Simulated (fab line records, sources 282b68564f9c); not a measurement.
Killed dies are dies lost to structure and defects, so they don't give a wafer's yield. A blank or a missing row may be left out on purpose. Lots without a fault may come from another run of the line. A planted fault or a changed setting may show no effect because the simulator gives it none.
A struck lot beside a sound one | flow rit_cmos | 17 steps out of a route of 202
Sound: wafers L664.1, L664.2, L664.6. Struck: wafers L677.1, L677.2, L677.4. The cause comes at the end.
At each step with rows: each side's tool, then ch and its chambers, then its first start. Under that, the readings that differ: sound wafers | struck wafers | difference of the means | sigmas: that difference in standard deviations of wafers without a fault.
alike: readings whose means differ by less than 2 such deviations, and words and numbers that are the same on both sides. not compared: withheld readings, readings that some wafer has no value for, bounds like >300 that may hide the same value, and numbers for which the record gives no deviation and whose values overlap.
The two part at a step that has a row with sigmas, a row that says differs or no value, or rows on one side only. Numbers that don't overlap but have no deviation are shown without sigmas and don't part them. A reading that every wafer of one side lacks parts them only if that side has two wafers or more.

first, 1 step without rows for these wafers: RIT_PRETRO_DEVELOP_05 (develop time 68 s).
RIT_PRETRO_OVL_MEAS_06:
  sound on overlay-01, day 2 07:20; struck on overlay-01, day 5 00:13
  alike: PRETRO_OVL
then, 2 steps without rows for these wafers: RIT_PRETRO_HARDBAKE_07 (time 120 s); RIT_PRETRO_IMPLANT_08.
RIT_PRETRO_STRIP_09: strips in O2, time 180 s.
  sound on plasma_asher-04 ch 0,1, day 2 07:46; struck on plasma_asher-01 ch 0,1, day 5 00:40
  alike: drypump_motor_current_A
  not compared: rf_hours_counter_h
RIT_PRETRO_TW_MEAS_10:
  sound on film_metro-04, day 2 07:57; struck on film_metro-04, day 5 00:50
  alike: PRETRO_TW
then, 5 steps without rows for these wafers: RIT_GATE_WET_ETCH_00 (etches SiO2 in BOE, target depth 56 nm, time 60 s); RIT_GATE_CLEAN_01 (cleans in SC1, time 600 s); RIT_GATE_CLEAN_02 (cleans in dHF, time 30 s); RIT_GATE_CLEAN_03 (cleans in SC2, time 600 s); RIT_GATE_CLEAN_04 (cleans in dHF, time 60 s).
RIT_FOX2_THK_MEAS_91:
  sound on film_metro-04, day 2 08:25; struck on film_metro-04, day 5 01:20
  alike: FIELD_OXIDE_LEFT_2_THK
RIT_GATE_OXIDATION_05: target thk 3 nm, ox time 270 s.
  sound on furnace-03 ch 0, day 2 10:36; struck on furnace-01 ch 0, day 5 01:24
  reading                                     | sound             | struck           | difference | sigmas
  ox_time_s (s)                               | 270 270 270       | 513 513 513      | +243       |
  model.SiO2_of_GATE_OXIDATION_05.thk_nm (nm) | 2.977 3.028 3.049 | 4.959 4.923 4.97 | +1.933     |
  alike: tube_center_temp_C
then, 1 step without rows for these wafers: RIT_GATE_ANNEAL_06 (time 600 s).
RIT_GATE_THK_MEAS_07:
  sound on film_metro-01, day 2 13:08; struck on film_metro-04, day 5 02:44
  reading             | sound          | struck         | difference | sigmas
  GATE_OXIDE_THK (nm) | 2.94 3.03 3.07 | 4.97 4.96 4.94 | +1.94      | +27
then, 1 step without rows for these wafers: RIT_GATE_CVD_08 (deposits poly-Si from SiH4, target thk 250 nm, time 2314 s).
RIT_M1_PROBE_99:
  sound on prober-01, day 3 11:58; struck on prober-02, day 6 02:40
  reading                             | sound             | struck                        | difference | sigmas
  killed_at_M0_to_M3                  | 0 0 0             | 1 0 0                         | +0         | +2
  model.etest.pmos_0p3.r_on_ohm_um    | 6293 6403 6400    | 1.013e+04 1.019e+04 1.039e+04 | +3.871e+03 |
  model.etest.pmos_turned.r_on_ohm_um | 3539 3591 3528    | 5152 4998 5267                | +1586      |
  model.etest.pmos_0p15.r_on_ohm_um   | 2864 2850 2802    | 4149 3980 4211                | +1275      |
  model.etest.nmos_0p3.r_on_ohm_um    | 2151 2205 2207    | 3358 3328 3388                | +1170      |
  model.etest.nmos_0p15.r_on_ohm_um   | 1150 1192 1172    | 1536 1485 1526                | +344       |
  model.etest.nmos_0p15.drive_ua_um   | 463 459.1 467     | 266.3 286 264.7               | -190.7     |
  model.etest.nmos_narrow.drive_ua_um | 228.5 222.3 220.5 | 98.03 101.8 99.21             | -124.09    |
  model.etest.nmos_0p3.drive_ua_um    | 230.1 226.3 224.9 | 100 102.8 100.1               | -126       |
  alike: killed_at_contacts, killed_at_front_end, killed_dies, killed_on_rim, killed_open, killed_short

WHERE THEY PART
First at RIT_GATE_THK_MEAS_07; last, within this record, at RIT_M1_PROBE_99.

WHY: what the simulator had put in
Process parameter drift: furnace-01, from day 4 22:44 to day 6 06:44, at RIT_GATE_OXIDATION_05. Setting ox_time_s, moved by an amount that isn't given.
